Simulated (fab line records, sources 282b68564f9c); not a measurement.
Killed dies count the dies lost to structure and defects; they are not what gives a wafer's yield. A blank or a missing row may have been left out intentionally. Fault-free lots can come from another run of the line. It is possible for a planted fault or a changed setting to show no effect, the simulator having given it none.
A lot that was struck, set against a sound lot	flow ritCmos	19 steps out of a route of 202
Sound: wafers L870.1, L870.3, L870.5. Struck: wafers L879.1, L879.2, L879.5. Last of all comes the cause.
At each step with rows: each side's tool, then ch and its chambers, then its first start. Under that, the readings that differ: sound wafers	struck wafers	difference of the means	sigmas: that difference in standard deviations of wafers without a fault.
alike: same words and numbers on both sides, and readings whose means sit less than 2 such deviations apart. not compared: any withheld reading, any reading some wafer has no value for, any bound like >300 that may hide the same value, and any number with overlapping values for which the record gives no deviation.
The two part at a step that has a row with sigmas, a row that says differs or no value, or rows on one side only. Non-overlapping numbers with no deviation appear without sigmas and do not part them. A reading that every wafer of one side lacks parts them only if that side has two wafers or more.

RIT_ACTIVE_BOW_MEAS_00:
  struck on filmMetro-03, day 4 13:00; sound on filmMetro-03, day 2 16:00
  alike: INCOMING_BOW
then, 1 step without rows for these wafers: RIT_ACTIVE_OXIDATION_01 (target thk 46.8 nm, ox time 3360 s).
RIT_ACTIVE_THK_MEAS_02:
  struck on filmMetro-03, day 4 15:03; sound on filmMetro-01, day 2 18:03
  alike: ACTIVE_OXIDE_THK
RIT_ACTIVE_CVD_03: deposits Si3N4 from SiH2Cl2/NH3, target thk 150 nm, time 1500 s.
  sound on lpcvd-01 ch 1, day 2 18:07; struck on lpcvd-02 ch 0, day 4 15:07
reading	sound	struck	difference	sigmas
spikeTcCentreC (C)	811.2 811.5 811.1	831.5 831.1 831.2	+20.0	+20
spikeTcLoadC (C)	834 833 834	851 850 852	+17	+5
spikeTcSourceC (C)	833.2 832.6 832.9	856.0 855.6 856.4	+23.1	+11
susceptorTempC (C)	809.9 809.9 810.7	829.2 829.1 829.3	+19.0	+61
model.Si3N4_of_ACTIVE_CVD_03.thkNm (nm)	152.4 151.4 152.2	210.1 210.5 210.7	+58.4	
RIT_ACTIVE_THK_MEAS_04:
  struck on filmMetro-04, day 4 16:32; sound on filmMetro-01, day 2 19:32
reading	sound	struck	difference	sigmas
ACTIVE_NITRIDE_THK (nm)	152.3 151.5 152.3	210.1 210.6 210.6	+58.4	+49
then, 6 steps without rows for these wafers: RIT_ACTIVE_HMDS_05 (prime time 60 s); RIT_ACTIVE_COAT_06 (resist thk 1000 nm); RIT_ACTIVE_SOFTBAKE_07 (time 60 s); RIT_ACTIVE_EXPOSE_08 (exposes mask M1, target cd 1400 nm); RIT_ACTIVE_PEB_09; RIT_ACTIVE_DEVELOP_10 (develop time 50 s).
RIT_ACTIVE_CD_MEAS_11: target cd 1400 nm.
  struck on cdSem-01, day 4 17:26; sound on cdSem-01, day 2 20:31
  alike: cdNm
then, 1 step without rows for these wafers: RIT_ACTIVE_HARDBAKE_12 (time 60 s).
RIT_ACTIVE_ETCH_13: etches Si3N4 in SF6, stops on SiO2, time 210 s, target depth 210 nm.
  sound on rieDiel-03 ch 0,2,3, day 2 20:48; struck on rieDiel-04 ch 0,1,2, day 4 17:43
reading	sound	struck	difference	sigmas
oesProductAu (a.u.)	0.812 0.816 0.841	1.010 1.008 0.973	+0.174	+13
model.etch.depthNm (nm)	152.4 151.4 152.2	210.1 210.5 209.2	+57.9	
model.ACTIVE.featureDepthNm (nm)	153.3 151.4 152.2	210.7 210.6 209.2	+57.9	
  alike: drypumpMotorCurrentA, throttleValvePct
  not compared: rfHoursCounterH
RIT_ACTIVE_STRIP_14: strips in O2, time 180 s.
  sound on plasmaAsher-01 ch 0,1, day 2 20:56; struck on plasmaAsher-04 ch 0,1, day 4 17:50
  alike: drypumpMotorCurrentA
  not compared: rfHoursCounterH
RIT_ACTIVE_CD_MEAS_90: target cd 1400 nm.
  struck on cdSem-02, day 4 18:01; sound on cdSem-02, day 2 21:07
  alike: cdNm
then, 1 step without rows for these wafers: RIT_ACTIVE_CLEAN_15 (cleans in SC1, time 600 s).
RIT_ACTIVE_CLEAN_16: cleans in dHF, time 30 s.
  sound on wetBench-03 ch 2, day 2 21:24; struck on wetBench-03 ch 3, day 4 18:20
reading	sound	struck	difference	sigmas
model.Si3N4_of_ACTIVE_CVD_03.thkNm (nm)	151.5 150.6 151.4	209.3 209.7 209.8	+58.4	
then, 1 step without rows for these wafers: RIT_ACTIVE_CLEAN_17 (cleans in SC2, time 600 s).

WHERE THEY PART
Earliest at RIT_ACTIVE_CVD_03; latest, in this record, at RIT_ACTIVE_ETCH_13. Later steps at which nothing parts them and some readings are alike: RIT_ACTIVE_STRIP_14, RIT_ACTIVE_CD_MEAS_90.

WHY: whatever the simulator had introduced
lpcvd-02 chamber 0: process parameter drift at RIT_ACTIVE_CVD_03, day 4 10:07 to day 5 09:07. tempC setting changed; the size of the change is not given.
